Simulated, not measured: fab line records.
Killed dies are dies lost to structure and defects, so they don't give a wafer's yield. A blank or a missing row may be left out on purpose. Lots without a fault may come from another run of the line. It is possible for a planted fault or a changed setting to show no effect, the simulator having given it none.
fab line records	flow berkeleyCmos170
record: lots: 5	wafers: 23
route steps=331 shown START@3 NWELL@15 WELLDRIVE@56 ACTIVE@68 PFIELD@86 SCREENOX@101 NVT@111 PVT@116
startH: hours from the record's first day to the start of the lot's first wafer shown	waitH: hours since the lot's step before	" the same as in the row above	L1.1+2: one row covering several wafers at once	- no value, or no start given	* or withheld: withheld	< > ~ a bound
route shown NAME@n: NAME is a module with steps in the file, n the number in the route of the first one	usual: mean/standard deviation of fault-free wafers	same: alike in all rows	chamber/n: place in a boat	sites: each site's reading	_std_site: their standard deviation	_edge_site: inner sites' mean taken away from outer sites' mean	radiusMm: for every site, how far away it sits from the centre of the wafer	mask NAME#n: copy n	behind: the last tool/chamber to shape the wafer	hold: cause of the lot's hold/its duration in hours/its outcome	device: the transistor (n, p or np) that didn't switch	end of line: tests of these same wafers at the route's end	for a step that has no rows: nothing shown but its recipe	killed: the dies lost at the first sort to structure and to defects; this is not the yield of the wafer	map: a wafer's dies, x killed, . not, _ none there
set.NAME: setting as actually run; set.NAME@STEP: the setting as run at that earlier step	model.NAME: the simulator's own value behind a step, which no gauge read
lots whose settings were changed on purpose; a table a step, a row a wafer
== steps ==
step: UCB170_START_OXIDATION_02
recipe: tempC: 950	ambient: O2	targetThkA: 200	oxTimeS: 1800
lot.wafer	tool	chamber	startH	waitH	set.tempC	model.SiO2_of_START_OXIDATION_02.thkNm
L074.1	-	-	-	1.4	975.6	25.29
L074.2	"	-	"	"	975.6	24.96
L074.3	"	-	"	"	975.6	25.91
L074.4	"	-	"	"	975.6	25.72
L074.5	"	-	"	"	975.6	25.55
L075.3	furnace-02	0	17.47	2.0	950	20.03
L075.4	"	0	"	"	950	19.75
L075.6	"	0	"	"	950	19.8
L080.1	-	-	-	1.7	941.1	17.83
L080.3	"	-	"	"	941.1	17.61
L080.4	"	-	"	"	941.1	17.63
L080.5	"	-	"	"	941.1	17.47
L080.6	"	-	"	"	941.1	17.96
L081.1	-	-	-	1.2	972.1	24.46
L081.2	"	-	"	"	972.1	24.29
L081.3	"	-	"	"	972.1	24.53
L081.4	"	-	"	"	972.1	24.39
L081.6	"	-	"	"	972.1	24.69
L083.1	-	-	-	3.4	922.4	14.45
L083.2	"	-	"	"	922.4	14.5
L083.4	"	-	"	"	922.4	14.63
L083.5+6	"	-	"	"	922.4	14.82
step: UCB170_START_THK_MEAS_03
recipe: reads: SiO2_of_START_OXIDATION_02
usual: START_OXIDE_THK: 19.9/0.32
lot.wafer	tool	chamber	startH	waitH	set.tempC@START_OXIDATION_02	START_OXIDE_THK[nm]
L074.1	filmMetro-03	-	-	-	975.6	25.3
L074.2	"	-	"	"	975.6	24.9
L074.3	"	-	"	"	975.6	25.9
L074.4	"	-	"	"	975.6	25.7
L074.5	"	-	"	"	975.6	25.6
L075.3	filmMetro-02	-	18.99	0.0	950	20.0
L075.4	"	-	"	"	950	19.8
L075.6	"	-	"	"	950	19.8
L080.1	filmMetro-02	-	-	-	941.1	17.8
L080.3	"	-	"	"	941.1	17.6
L080.4	"	-	"	"	941.1	17.6
L080.5	"	-	"	"	941.1	17.5
L080.6	"	-	"	"	941.1	18.0
L081.1	filmMetro-01	-	-	-	972.1	24.5
L081.2	"	-	"	"	972.1	24.3
L081.3	"	-	"	"	972.1	24.5
L081.4	"	-	"	"	972.1	24.4
L081.6	"	-	"	"	972.1	24.7
L083.1	filmMetro-03	-	-	-	922.4	14.5
L083.2	"	-	"	"	922.4	14.5
L083.4	"	-	"	"	922.4	14.6
L083.5	"	-	"	"	922.4	14.8
L083.6	"	-	"	"	922.4	14.8
step: UCB170_NWELL_OXIDATION_01
recipe: tempC: 1000	ambient: O2	targetThkA: 264	oxTimeS: 1260
lot.wafer	tool	chamber	startH	waitH	set.oxTimeS	model.SiO2_of_NWELL_OXIDATION_01.thkNm
L074.1	-	-	-	3.0	1318	26.6
L074.2	"	-	"	"	1318	26.95
L074.3	"	-	"	"	1318	26.86
L074.4	"	-	"	"	1318	26.68
L074.5	"	-	"	"	1318	27.11
L075.3	furnace-03	0	26.94	1.7	1260	25.99
L075.4	"	0	"	"	1260	26.55
L075.6	"	0	"	"	1260	26.4
L080.1	-	-	-	2.4	1367	28.14
L080.3	"	-	"	"	1367	27.61
L080.4	"	-	"	"	1367	27.64
L080.5	"	-	"	"	1367	27.91
L080.6	"	-	"	"	1367	27.98
L081.1	-	-	-	2.0	1107	25.15
L081.2	"	-	"	"	1107	24.9
L081.3	"	-	"	"	1107	24.7
L081.4	"	-	"	"	1107	24.94
L081.6	"	-	"	"	1107	25.3
L083.1	-	-	-	3.8	1260	25.19
L083.2	"	-	"	"	1260	25.46
L083.4	"	-	"	"	1260	25.8
L083.5	"	-	"	"	1260	25.39
L083.6	"	-	"	"	1260	26.05
step: UCB170_NWELL_ETCH_13
recipe: chemistry: CH3F/Ar/O2	target: Si3N4	stopOn: SiO2	CH3F_flow_sccm: 20	Ar_flow_sccm: 50	O2_flow_sccm: 7	pressureMtorr: 50	rfW: 450	targetDepthA: 2464	overEtchFrac: 0.1	timeS: 154
lot.wafer	tool	chamber	startH	waitH	set.timeS	model.KrF_of_NWELL_COAT_07.thkNm
L074.1	rieDiel-02	3	29.20	0.0	154	722.5
L074.2	"	1	"	"	148	729.6
L074.3	"	0	"	"	148	730.9
L074.4	"	0	"	"	154	722.3
L074.5	"	1	"	"	148	728.5
L075.3	rieDiel-03	3	35.73	0.0	154	724.5
L075.4	"	1	"	"	154	720
L075.6	"	0	"	"	154	724.7
L080.1	rieDiel-03	1	60.13	0.0	140.2	735.5
L080.3	"	2	"	"	154	720.8
L080.4	"	3	"	"	154	723.7
L080.5	"	1	"	"	140.2	735
L080.6	"	2	"	"	140.2	733.5
L081.1	rieDiel-02	3	64.84	0.0	173.5	694.9
L081.2	"	2	"	"	154	723.5
L081.3	"	1	"	"	154	720.9
L081.4	"	0	"	"	154	722
L081.6	"	1	"	"	173.5	705.3
L083.1	rieDiel-03	3	79.59	0.0	154	719.1
L083.2	"	1	"	"	154	716.4
L083.4	"	2	"	"	154	719.8
L083.5	"	3	"	"	154	720.6
L083.6	"	0	"	"	154	721.9
step: UCB170_NWELL_IMPLANT_14
recipe: species: P	doseCm2: 1e+13	energyKev: 150	tiltDeg: 7
step: UCB170_NWELL_STRIP_15
recipe: chemistry: O2	powerW: 400	pressureMtorr: 3500	platenTempC: withheld	o2FlowSccm: 400	overashFraction: 0.5
usual: stripTimeToEndpointS: 18.00/0.074
lot.wafer	tool	chamber	startH	waitH	set.timeS@NWELL_ETCH_13	stripTimeToEndpointS
L074.1	plasmaAsher-01	0	29.46	0.1	154	18.04
L074.2	"	1	"	"	148	18.21
L074.3	"	0	"	"	148	18.24
L074.4	"	1	"	"	154	18.04
L074.5	"	0	"	"	148	18.18
L075.3	plasmaAsher-03	1	36.01	0.1	154	18.09
L075.4	"	0	"	"	154	17.98
L075.6	"	1	"	"	154	18.09
L080.1	plasmaAsher-03	1	60.38	0.1	140.2	18.36
L080.3	"	0	"	"	154	18.00
L080.4	"	1	"	"	154	18.07
L080.5	"	1	"	"	140.2	18.33
L080.6	"	0	"	"	140.2	18.31
L081.1	plasmaAsher-04	1	65.09	0.1	173.5	17.37
L081.2	"	0	"	"	154	18.07
L081.3	"	0	"	"	154	17.99
L081.4	"	1	"	"	154	18.03
L081.6	"	0	"	"	173.5	17.62
L083.1	plasmaAsher-04	0	79.84	0.1	154	17.97
L083.2	"	1	"	"	154	17.89
L083.4	"	0	"	"	154	17.98
L083.5	"	1	"	"	154	17.99
L083.6	"	0	"	"	154	18.03
step: UCB170_WELLDRIVE_OXIDATION_01
recipe: tempC: 1100	ambient: O2	targetThkA: 1990	oxTimeS: 9000
lot.wafer	tool	chamber	startH	waitH	set.tempC	model.SiO2_of_WELLDRIVE_OXIDATION_01.thkNm
L074.1	-	-	-	3.4	1110	212.6
L074.2	"	-	"	"	1110	211.8
L074.3	"	-	"	"	1110	207.7
L074.4	"	-	"	"	1110	215
L074.5	"	-	"	"	1110	210.3
L075.3	furnace-04	0	59.05	3.1	1100	197.4
L075.4	"	0	"	"	1100	195.6
L075.6	"	0	"	"	1100	197.7
L080.1	-	-	-	3.4	1100	203.9
L080.3	"	-	"	"	1100	206.1
L080.4	"	-	"	"	1100	204.8
L080.5	"	-	"	"	1100	201.1
L080.6	"	-	"	"	1100	200.1
L081.1	-	-	-	2.2	1069	159.7
L081.2	"	-	"	"	1069	158.6
L081.3	"	-	"	"	1069	164
L081.4	"	-	"	"	1069	158.9
L081.6	"	-	"	"	1069	160.6
L083.1	-	-	-	0.0	1072	169.8
L083.2	"	-	"	"	1072	172.2
L083.4	"	-	"	"	1072	169.2
L083.5	"	-	"	"	1072	174
L083.6	"	-	"	"	1072	169.5
step: UCB170_WELLDRIVE_THK_MEAS_02
recipe: reads: SiO2_of_WELLDRIVE_OXIDATION_01
usual: WELLDRIVE_OXIDE_THK: 199.9/3
lot.wafer	tool	chamber	startH	waitH	set.tempC@WELLDRIVE_OXIDATION_01	WELLDRIVE_OXIDE_THK[nm]
L074.1	filmMetro-04	-	-	-	1110	212.7
L074.2	"	-	"	"	1110	211.6
L074.3	"	-	"	"	1110	207.9
L074.4	"	-	"	"	1110	214.8
L074.5	"	-	"	"	1110	210.2
L075.3	filmMetro-03	-	62.57	0.0	1100	197.3
L075.4	"	-	"	"	1100	195.6
L075.6	"	-	"	"	1100	197.8
L080.1	filmMetro-01	-	-	-	1100	203.8
L080.3	"	-	"	"	1100	206.0
L080.4	"	-	"	"	1100	204.9
L080.5	"	-	"	"	1100	201.2
L080.6	"	-	"	"	1100	200.1
L081.1	filmMetro-04	-	-	-	1069	159.7
L081.2	"	-	"	"	1069	158.8
L081.3	"	-	"	"	1069	164.0
L081.4	"	-	"	"	1069	158.8
L081.6	"	-	"	"	1069	160.6
L083.1	filmMetro-01	-	-	-	1072	169.8
L083.2	"	-	"	"	1072	172.2
L083.4	"	-	"	"	1072	169.3
L083.5	"	-	"	"	1072	174.1
L083.6	"	-	"	"	1072	169.5
step: UCB170_ACTIVE_COAT_08
recipe: resist: KrF	spinRpm: 1500	resistThkNm: 900
lot.wafer	tool	chamber	startH	waitH	set.resistThkNm	model.KrF_of_ACTIVE_COAT_08.thkNm
L074.1+2	lithoTrack-03	0	76.60	0.1	900	899.7
L074.3	"	0	"	"	944.3	948.8
L074.4	"	0	"	"	944.3	946.6
L074.5	"	0	"	"	944.3	946.5
L075.3	lithoTrack-01	0	76.65	0.1	900	901
L075.4	"	0	"	"	900	900.1
L075.6	"	0	"	"	900	899.3
L080.1	lithoTrack-02	0	101.76	0.1	900	898.5
L080.3	"	0	"	"	939.6	938.1
L080.4	"	0	"	"	939.6	940.2
L080.5	"	0	"	"	900	899.5
L080.6	"	0	"	"	939.6	938.7
L081.1	lithoTrack-03	0	107.13	0.1	900	895.2
L081.2	"	0	"	"	900	896.1
L081.3	"	0	"	"	900	897.2
L081.4	"	0	"	"	900	897
L081.6	"	0	"	"	900	895.9
L083.1	lithoTrack-03	0	121.60	0.1	858.1	859.8
L083.2	"	0	"	"	858.1	859.6
L083.4	"	0	"	"	858.1	858.7
L083.5	"	0	"	"	900	904.7
L083.6	"	0	"	"	900	903.4
step: UCB170_ACTIVE_SOFTBAKE_09
recipe: resist: KrF	tempC: 130	timeS: 60
step: UCB170_ACTIVE_EXPOSE_10
recipe: maskId: ACTIVE	targetCdNm: 1200	na: 0.5	sigmaOuter: 0.6	sourceShape: conventional	doseMj: 20
step: UCB170_ACTIVE_ETCH_15
recipe: chemistry: CH3F/Ar/O2	target: Si3N4	stopOn: SiO2	CH3F_flow_sccm: 20	Ar_flow_sccm: 50	O2_flow_sccm: 7	pressureMtorr: 50	rfW: 450	targetDepthA: 2420	overEtchFrac: 0.1	timeS: 151
step: UCB170_ACTIVE_STRIP_16
recipe: chemistry: O2	powerW: 400	pressureMtorr: 3500	platenTempC: withheld	o2FlowSccm: 400	overashFraction: 0.5
usual: stripTimeToEndpointS: 18.07/0.081
lot.wafer	tool	chamber	startH	waitH	set.resistThkNm@ACTIVE_COAT_08	stripTimeToEndpointS
L074.1	plasmaAsher-02	0	77.88	0.1	900	18.10
L074.2	"	1	"	"	900	18.19
L074.3	"	0	"	"	944.3	19.39
L074.4	"	1	"	"	944.3	19.25
L074.5	"	0	"	"	944.3	19.25
L075.3	plasmaAsher-03	0	78.03	0.1	900	18.02
L075.4	"	1	"	"	900	18.04
L075.6	"	0	"	"	900	17.99
L080.1	plasmaAsher-02	1	103.14	0.1	900	18.01
L080.3	"	1	"	"	939.6	18.93
L080.4	"	0	"	"	939.6	19.06
L080.5	"	0	"	"	900	18.01
L080.6	"	1	"	"	939.6	18.92
L081.1	plasmaAsher-04	1	108.21	0.1	900	17.91
L081.2	"	0	"	"	900	18.03
L081.3	"	0	"	"	900	17.91
L081.4	"	1	"	"	900	17.99
L081.6	"	0	"	"	900	17.96
L083.1	plasmaAsher-03	1	122.88	0.1	858.1	17.06
L083.2	"	0	"	"	858.1	17.11
L083.4	"	0	"	"	858.1	17.12
L083.5	"	1	"	"	900	18.13
L083.6	"	0	"	"	900	18.16
step: UCB170_PFIELD_IMPLANT_07
recipe: species: B	doseCm2: 2e+13	energyKev: 80	tiltDeg: 7
lot.wafer	tool	chamber	startH	waitH	set.doseCm2
L074.1+4+5	implanter-04	0	79.53	0.0	2e+13
L074.2+3	"	0	"	"	2.121e+13
L075.3+4+6	implanter-01	0	79.77	0.1	2e+13
L080.1+3+6	implanter-04	0	104.79	0.0	1.879e+13
L080.4+5	"	0	"	"	2e+13
L081.1+3+6	implanter-01	0	109.60	0.0	2.104e+13
L081.2+4	"	0	"	"	2e+13
L083.1+2+4+5+6	implanter-02	0	126.08	0.0	2e+13
step: UCB170_PFIELD_STRIP_08
recipe: chemistry: O2	powerW: 400	pressureMtorr: 3500	platenTempC: withheld	o2FlowSccm: 400	overashFraction: 0.5
step: UCB170_PFIELD_TW_MEAS_09
usual: PFIELD_TW: 599/5.1
lot.wafer	tool	chamber	startH	waitH	set.doseCm2@PFIELD_IMPLANT_07	PFIELD_TW
L074.1	filmMetro-03	-	79.78	0.1	2e+13	596
L074.2	"	-	"	"	2.121e+13	603
L074.3	"	-	"	"	2.121e+13	609
L074.4	"	-	"	"	2e+13	598
L074.5	"	-	"	"	2e+13	597
L075.3	filmMetro-04	-	79.99	0.1	2e+13	596
L075.4	"	-	"	"	2e+13	598
L075.6	"	-	"	"	2e+13	597
L080.1	filmMetro-02	-	105.04	0.1	1.879e+13	595
L080.3	"	-	"	"	1.879e+13	591
L080.4	"	-	"	"	2e+13	603
L080.5	"	-	"	"	2e+13	602
L080.6	"	-	"	"	1.879e+13	592
L081.1	filmMetro-04	-	109.85	0.1	2.104e+13	603
L081.2	"	-	"	"	2e+13	596
L081.3	"	-	"	"	2.104e+13	601
L081.4	"	-	"	"	2e+13	593
L081.6	"	-	"	"	2.104e+13	603
L083.1	filmMetro-03	-	126.33	0.1	2e+13	595
L083.2	"	-	"	"	2e+13	598
L083.4	"	-	"	"	2e+13	594
L083.5	"	-	"	"	2e+13	598
L083.6	"	-	"	"	2e+13	596
step: UCB170_SCREENOX_OXIDATION_01
recipe: tempC: 900	ambient: O2	targetThkA: 144	oxTimeS: 2400
lot.wafer	tool	chamber	startH	waitH	set.oxTimeS	model.SiO2_of_SCREENOX_OXIDATION_01.thkNm
L074.1	-	-	-	0.3	2653	15.59
L074.2	"	-	"	"	2653	15.82
L074.3	"	-	"	"	2653	15.56
L074.4	"	-	"	"	2653	15.45
L074.5	"	-	"	"	2653	15.7
L075.3	furnace-04	0	96.22	0.3	2400	14.52
L075.4	"	0	"	"	2400	14.34
L075.6	"	0	"	"	2400	14.08
L080.1	-	-	-	2.8	2727	16.13
L080.3	"	-	"	"	2727	16.09
L080.4	"	-	"	"	2727	16.11
L080.5	"	-	"	"	2727	16.2
L080.6	"	-	"	"	2727	16.06
L081.1	-	-	-	2.8	2570	15.57
L081.2	"	-	"	"	2570	15.47
L081.3	"	-	"	"	2570	15.44
L081.4	"	-	"	"	2570	15.36
L081.6	"	-	"	"	2570	15.56
L083.1	-	-	-	0.7	2534	15.01
L083.2	"	-	"	"	2534	14.9
L083.4	"	-	"	"	2534	14.84
L083.5	"	-	"	"	2534	14.95
L083.6	"	-	"	"	2534	14.72
step: UCB170_NVT_IMPLANT_07
recipe: species: BF2	doseCm2: 3e+12	energyKev: 50	tiltDeg: 7
lot.wafer	tool	chamber	startH	waitH	set.doseCm2
L075.3+4+6	implanter-03	0	101.83	0.1	3e+12
L074.1+2+5	implanter-01	0	102.05	0.0	2.809e+12
L074.3+4	"	0	"	"	3e+12
L080.1+6	implanter-01	0	136.18	0.0	3.188e+12
L080.3+4+5	"	0	"	"	3e+12
L081.1+2+3+4+6	implanter-02	0	136.48	0.0	3e+12
L083.1+4+5	implanter-01	0	150.89	0.0	3e+12
L083.2+6	"	0	"	"	2.792e+12
step: UCB170_NVT_STRIP_08
recipe: chemistry: O2	powerW: 400	pressureMtorr: 3500	platenTempC: withheld	o2FlowSccm: 400	overashFraction: 0.5
step: UCB170_NVT_TW_MEAS_09
usual: NVT_TW: 523/4.1
lot.wafer	tool	chamber	startH	waitH	set.doseCm2@NVT_IMPLANT_07	NVT_TW
L075.3	filmMetro-02	-	102.05	0.1	3e+12	529
L075.4	"	-	"	"	3e+12	528
L075.6	"	-	"	"	3e+12	532
L074.1	filmMetro-03	-	102.30	0.1	2.809e+12	511
L074.2	"	-	"	"	2.809e+12	509
L074.3	"	-	"	"	3e+12	522
L074.4	"	-	"	"	3e+12	517
L074.5	"	-	"	"	2.809e+12	509
L080.1	filmMetro-03	-	136.43	0.1	3.188e+12	532
L080.3	"	-	"	"	3e+12	520
L080.4	"	-	"	"	3e+12	517
L080.5	"	-	"	"	3e+12	520
L080.6	"	-	"	"	3.188e+12	526
L081.1	filmMetro-02	-	136.73	0.1	3e+12	525
L081.2	"	-	"	"	3e+12	527
L081.3	"	-	"	"	3e+12	524
L081.4	"	-	"	"	3e+12	529
L081.6	"	-	"	"	3e+12	529
L083.1	filmMetro-04	-	151.14	0.1	3e+12	523
L083.2	"	-	"	"	2.792e+12	509
L083.4	"	-	"	"	3e+12	520
L083.5	"	-	"	"	3e+12	522
L083.6	"	-	"	"	2.792e+12	512
step: UCB170_PVT_COAT_01
recipe: resist: KrF	spinRpm: 1500	resistThkNm: 900
lot.wafer	tool	chamber	startH	waitH	set.resistThkNm	model.KrF_of_PVT_COAT_01.thkNm
L075.3	lithoTrack-04	0	102.66	0.1	900	896.3
L075.4	"	0	"	"	900	897
L075.6	"	0	"	"	900	897.1
L074.1	lithoTrack-03	0	103.24	0.1	884.4	882.3
L074.2	"	0	"	"	884.4	880.9
L074.3	"	0	"	"	884.4	882.7
L074.4	"	0	"	"	900	900.8
L074.5	"	0	"	"	900	899.7
L080.1	lithoTrack-03	0	136.82	0.1	900	896.3
L080.3	"	0	"	"	900	899.8
L080.4	"	0	"	"	900	899.1
L080.5	"	0	"	"	914	912.7
L080.6	"	0	"	"	914	914
L081.1	lithoTrack-02	0	137.13	0.1	934.7	936.1
L081.2	"	0	"	"	900	902
L081.3	"	0	"	"	900	899.8
L081.4	"	0	"	"	934.7	933.7
L081.6	"	0	"	"	900	901
L083.1	lithoTrack-03	0	151.86	0.1	877.1	878.3
L083.2	"	0	"	"	877.1	874.9
L083.4	"	0	"	"	900	900
L083.5	"	0	"	"	900	898.1
L083.6	"	0	"	"	877.1	878
step: UCB170_PVT_SOFTBAKE_02
recipe: resist: KrF	tempC: 130	timeS: 60
step: UCB170_PVT_EXPOSE_03
recipe: maskId: NWELL	targetCdNm: 3000	na: 0.5	sigmaOuter: 0.6	sourceShape: conventional	doseMj: 30
step: UCB170_PVT_IMPLANT_07
recipe: species: P	doseCm2: 2e+12	energyKev: 30	tiltDeg: 7
step: UCB170_PVT_STRIP_08
recipe: chemistry: O2	powerW: 400	pressureMtorr: 3500	platenTempC: withheld	o2FlowSccm: 400	overashFraction: 0.5
usual: stripTimeToEndpointS: 21.60/0.047
lot.wafer	tool	chamber	startH	waitH	set.resistThkNm@PVT_COAT_01	stripTimeToEndpointS
L075.3	plasmaAsher-04	1	103.96	0.1	900	21.53
L075.4	"	0	"	"	900	21.55
L075.6	"	1	"	"	900	21.55
L074.1	plasmaAsher-04	0	104.48	0.1	884.4	21.20
L074.2	"	1	"	"	884.4	21.16
L074.3	"	1	"	"	884.4	21.22
L074.4	"	0	"	"	900	21.66
L074.5	"	0	"	"	900	21.62
L080.1	plasmaAsher-02	1	137.89	0.1	900	21.56
L080.3	"	1	"	"	900	21.61
L080.4	"	0	"	"	900	21.61
L080.5	"	0	"	"	914	21.94
L080.6	"	1	"	"	914	21.97
L081.1	plasmaAsher-04	1	138.13	0.1	934.7	22.49
L081.2	"	0	"	"	900	21.67
L081.3	"	1	"	"	900	21.63
L081.4	"	0	"	"	934.7	22.43
L081.6	"	1	"	"	900	21.64
L083.1	plasmaAsher-04	0	153.70	0.1	877.1	21.12
L083.2	"	1	"	"	877.1	21.03
L083.4	"	1	"	"	900	21.65
L083.5	"	1	"	"	900	21.60
L083.6	"	0	"	"	877.1	21.10
== key ==
split: step: UCB170_START_OXIDATION_02	setting: tempC	stated: 950	by: lot
response: step: UCB170_START_OXIDATION_02	reading: model.SiO2_of_START_OXIDATION_02.thkNm	change: +1.95	per: 1%	r: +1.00
response: step: UCB170_START_THK_MEAS_03	reading: START_OXIDE_THK	change: +1.95	per: 1%	r: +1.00
split: step: UCB170_NWELL_OXIDATION_01	setting: oxTimeS	stated: 1260	by: lot
response: step: UCB170_NWELL_OXIDATION_01	reading: model.SiO2_of_NWELL_OXIDATION_01.thkNm	change: +0.131	per: 1%	r: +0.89
split: step: UCB170_NWELL_ETCH_13	setting: timeS	stated: 154	by: wafer
response: step: UCB170_NWELL_ETCH_13	reading: model.KrF_of_NWELL_COAT_07.thkNm	change: -1.64	per: 1%	r: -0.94
response: step: UCB170_NWELL_STRIP_15	reading: stripTimeToEndpointS	change: *	per: 1%	r: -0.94
split: step: UCB170_WELLDRIVE_OXIDATION_01	setting: tempC	stated: 1100	by: lot
response: step: UCB170_WELLDRIVE_OXIDATION_01	reading: model.SiO2_of_WELLDRIVE_OXIDATION_01.thkNm	change: +13	per: 1%	r: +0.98
response: step: UCB170_WELLDRIVE_THK_MEAS_02	reading: WELLDRIVE_OXIDE_THK	change: +13	per: 1%	r: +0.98
split: step: UCB170_ACTIVE_COAT_08	setting: resistThkNm	stated: 900	by: wafer
response: step: UCB170_ACTIVE_COAT_08	reading: model.KrF_of_ACTIVE_COAT_08.thkNm	change: +9.48	per: 1%	r: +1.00
response: step: UCB170_ACTIVE_STRIP_16	reading: stripTimeToEndpointS	change: *	per: 1%	r: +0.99
split: step: UCB170_PFIELD_IMPLANT_07	setting: doseCm2	stated: 2e+13	by: wafer
response: step: UCB170_PFIELD_TW_MEAS_09	reading: PFIELD_TW	change: +1.55	per: 1%	r: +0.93
split: step: UCB170_SCREENOX_OXIDATION_01	setting: oxTimeS	stated: 2400	by: lot
response: step: UCB170_SCREENOX_OXIDATION_01	reading: model.SiO2_of_SCREENOX_OXIDATION_01.thkNm	change: +0.132	per: 1%	r: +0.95
split: step: UCB170_NVT_IMPLANT_07	setting: doseCm2	stated: 3e+12	by: wafer
response: step: UCB170_NVT_TW_MEAS_09	reading: NVT_TW	change: +1.59	per: 1%	r: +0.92
split: step: UCB170_PVT_COAT_01	setting: resistThkNm	stated: 900	by: wafer
response: step: UCB170_PVT_COAT_01	reading: model.KrF_of_PVT_COAT_01.thkNm	change: +9.04	per: 1%	r: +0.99
response: step: UCB170_PVT_STRIP_08	reading: stripTimeToEndpointS	change: *	per: 1%	r: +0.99
